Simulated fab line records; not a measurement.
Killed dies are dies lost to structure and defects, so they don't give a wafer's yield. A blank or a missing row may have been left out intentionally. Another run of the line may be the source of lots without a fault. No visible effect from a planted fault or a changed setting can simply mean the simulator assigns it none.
The same fault as seen by 2 desks | flow rit_cmos | only its own numbers are on each desk; what lay behind them is given at the end

== AT THE METROLOGY DESK ==
What the gauges read for every lot (on any tool): the sampled wafers with a number, averaged. A lot is out of limits, marked OUT, if its mean lies more than 4 standard deviations from the usual mean; the brackets give that distance.
Columns: A = PWELL_RS at RIT_WELLDRIVE_RS_MEAS_02, usual 429.9 ohm/sq; B = PRETRO_OVL at RIT_PRETRO_OVL_MEAS_06, usual -1.8 nm; C = GATE_OXIDE_THK at RIT_GATE_THK_MEAS_07, usual 3.01 nm; D = NLDD_OVL at RIT_NLDD_OVL_MEAS_06, usual 0.1 nm
lot  | first seen here | A                | B    | C    | D
L551 | day 2 05:23     | 429.8            | -2.0 | 3.02 | 0.8
L552 | day 2 11:53     | 431.2            | -2.7 | 3.01 | 0.4
L553 | day 2 17:11     | 430.2            | -2.3 | 2.99 | 1.2
L555 | day 3 06:26     | 428.5            | -1.8 | 2.98 | -2.0
L556 | day 3 12:15     | 429.1            | -2.6 | 2.96 | -0.3
L557 | day 3 15:38     | 432.2            | -2.1 | 2.99 | -1.7
L558 | day 3 19:32     | 430.1            | -0.7 | 3.00 | 0.9
L559 | day 4 00:33     | 430.4            | -1.0 | 2.99 | 0.9
L560 | day 4 05:17     | 429.0            | -0.6 | 2.97 | -1.3
L566 | day 5 11:48     | 429.8            | -2.4 | 2.95 | 0.3
L569 | day 6 01:12     | 435.1 (+4.7) OUT | -1.8 | 3.04 | -1.2
L571 | day 6 09:22     | 434.4 (+4.1) OUT | -1.6 | 3.14 | 1.0
L572 | day 6 15:46     | 428.7            | -0.2 | 3.03 | -0.1
L574 | day 7 02:12     | 431.6            | -1.6 | 2.98 | -0.6
This desk's finding: out of limits on L569, L571; first on L569, day 6 01:12 (PWELL_RS at RIT_WELLDRIVE_RS_MEAS_02). L551, L552, L553, L555, L556, L557, L558, L559, L560, L566, L572, L574: within limits.

== THE TOOL OWNER'S DESK: implanter-04 ==
The tool's own readings at RIT_PWELL_IMPLANT_08: means of the sampled wafers that have a number, for each lot that ran on this tool. A lot is out of limits, marked OUT, if its mean lies more than 4 standard deviations from the usual mean; the brackets give that distance.
Columns: A = dose_ions_cm2 at RIT_PWELL_IMPLANT_08, usual 7e+13; B = end_station_pressure_torr at RIT_PWELL_IMPLANT_08, usual 5.22e-06 Torr; C = faraday_current_uA at RIT_PWELL_IMPLANT_08, usual 222
lot  | first seen here | A               | B        | C
L551 | day 1 23:10     | 7e+13           | 5.30e-06 | 220
L553 | day 2 10:19     | 7e+13           | 5.26e-06 | 221
L555 | day 3 00:51     | 7e+13           | 4.91e-06 | 222
L557 | day 3 08:57     | 7e+13           | 5.01e-06 | 216
L560 | day 3 22:20     | 7e+13           | 5.13e-06 | 223
L569 | day 5 18:57     | 7e+13 (-15) OUT | 5.04e-06 | 218
L571 | day 6 03:47     | 7e+13 (-15) OUT | 5.38e-06 | 218
Finding of this desk: L569, L571 out of limits; the first was L569 at day 5 18:57, on dose_ions_cm2 at RIT_PWELL_IMPLANT_08. L551, L553, L555, L557, L560: within limits.

== TAKEN TOGETHER ==
The tool owner's desk could have raised an alarm at day 5 18:57, on L569, L571.
Metrology desk: alarm possible at day 6 01:12 on L569, L571.
All the named lots went through RIT_PWELL_IMPLANT_08 on implanter-04.

== WHAT THE SIMULATOR HAD PUT IN ==
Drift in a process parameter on implanter-04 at RIT_PWELL_IMPLANT_08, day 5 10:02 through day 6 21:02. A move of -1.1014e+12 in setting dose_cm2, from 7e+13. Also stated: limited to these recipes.
Struck lots among those shown: L569, L571.
Counting hours from when the fault started, the first reading out of limits came at 9 for the tool owner's desk and at 15 for the metrology desk.
